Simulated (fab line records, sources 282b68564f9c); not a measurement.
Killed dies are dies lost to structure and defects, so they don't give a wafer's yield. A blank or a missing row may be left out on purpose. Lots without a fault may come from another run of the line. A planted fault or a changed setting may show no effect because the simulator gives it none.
Split-lot experiment | flow rit_cmos | 5 lots, 23 wafers read, on a route of 202 steps

THE SPLIT
At RIT_GATE_SOFTBAKE_12 (time 60 s), the setting temp_c was moved away from the recipe's 90 C on 9 of the 23 wafers read, by -3.7% to +2.9%. The other wafers ran this setting at the recipe's value.

The file shows no step between the split and the reading.

THE READING
NOVOLAK_of_GATE_COAT_11.thk_nm (the simulator's own value, which no gauge read), in nm, at RIT_GATE_DEVELOP_15 (develop time 50 s). The file gives no usual value for it. The 14 wafers here that ran the recipe average 849.5 nm, standard deviation 1.8 nm.

wafer  | tool, chamber at the split | temp_c as run, C | against the recipe | NOVOLAK_of_GATE_COAT_11.thk_nm, nm | against lot-mates on the recipe
L076.1 | litho_track-03, 0          | 91.28            | +1.4%              | 845.6                              | -3.4
L076.2 | litho_track-03, 0          | 91.28            | +1.4%              | 846.4                              | -2.6
L076.3 | litho_track-03, 0          | 90               | recipe             | 850.2                              | -
L076.4 | litho_track-03, 0          | 90               | recipe             | 847.8                              | -
L076.5 | litho_track-03, 0          | 91.28            | +1.4%              | 847.5                              | -1.5
L078.1 | litho_track-02, 0          | 90               | recipe             | 846.9                              | -
L078.2 | litho_track-02, 0          | 90               | recipe             | 848.8                              | -
L078.4 | litho_track-02, 0          | 90               | recipe             | 848.1                              | -
L078.5 | litho_track-02, 0          | 90               | recipe             | 850.5                              | -
L078.6 | litho_track-02, 0          | 90               | recipe             | 849.1                              | -
L080.1 | litho_track-04, 0          | 92.62            | +2.9%              | 845.4                              | -4.1
L080.2 | litho_track-04, 0          | 92.62            | +2.9%              | 842.9                              | -6.6
L080.3 | litho_track-04, 0          | 90               | recipe             | 851.1                              | -
L080.4 | litho_track-04, 0          | 90               | recipe             | 847.9                              | -
L080.6 | litho_track-04, 0          | 92.62            | +2.9%              | 845                                | -4.5
L081.2 | litho_track-03, 0          | 90               | recipe             | 851.7                              | -
L081.3 | litho_track-03, 0          | 90               | recipe             | 852                                | -
L081.6 | litho_track-03, 0          | 90               | recipe             | 852.6                              | -
L083.1 | litho_track-02, 0          | 90               | recipe             | 848.7                              | -
L083.2 | litho_track-02, 0          | 86.66            | -3.7%              | 855.5                              | +7.5
L083.3 | litho_track-02, 0          | 86.66            | -3.7%              | 855.7                              | +7.7
L083.4 | litho_track-02, 0          | 90               | recipe             | 847.3                              | -
L083.6 | litho_track-02, 0          | 86.66            | -3.7%              | 857.1                              | +9.1

THE FIT
A straight line over all 23 wafers: NOVOLAK_of_GATE_COAT_11.thk_nm changes by -1.79 nm for each +1% of temp_c; r = -0.90; the points scatter about the line by 1.6 nm.
The same after taking each lot's own level away (the mean of its wafers on the recipe; 23 wafers): -2 nm for each +1%; r = -0.96; scatter 1.1 nm.
On that fit, the largest move of temp_c shifts the reading by 7.4 nm.
The lots' own levels span 848.00 to 852.10 nm, that is 2.3 times the standard deviation above.
So the lot-to-lot level changes the slope: the two fits differ.
Check: with one of the wafers moved furthest among these (-3.7%) left out of the fit, the line predicts +7.7 nm for it against its lot-mates. It came out at +7.5 nm against them.

OTHER SPLITS ON THESE WAFERS
These wafers also went through other splits before the reading. Each is held against what the fit with the lots' levels taken away leaves over:
other split on the same wafers       | wafers away from the commonest value | r with NOVOLAK_of_GATE_COAT_11.thk_nm (lot level and that fit taken away)
RIT_ACTIVE_CVD_03 time_s             | 10                                   | -0.09
RIT_ACTIVE_DEVELOP_10 develop_time_s | 9                                    | -0.13
RIT_ACTIVE_ETCH_13 pressure_mtorr    | 15                                   | +0.00
RIT_PWELL_COAT_01 spin_rpm           | 11                                   | -0.24
RIT_PWELL_DEVELOP_05 develop_time_s  | 8                                    | +0.17
RIT_PRETRO_COAT_01 spin_rpm          | 11                                   | +0.18

THE FILE'S OWN FIT
NOVOLAK_of_GATE_COAT_11.thk_nm changes by -1.99 nm for each +1% of temp_c, r = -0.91.
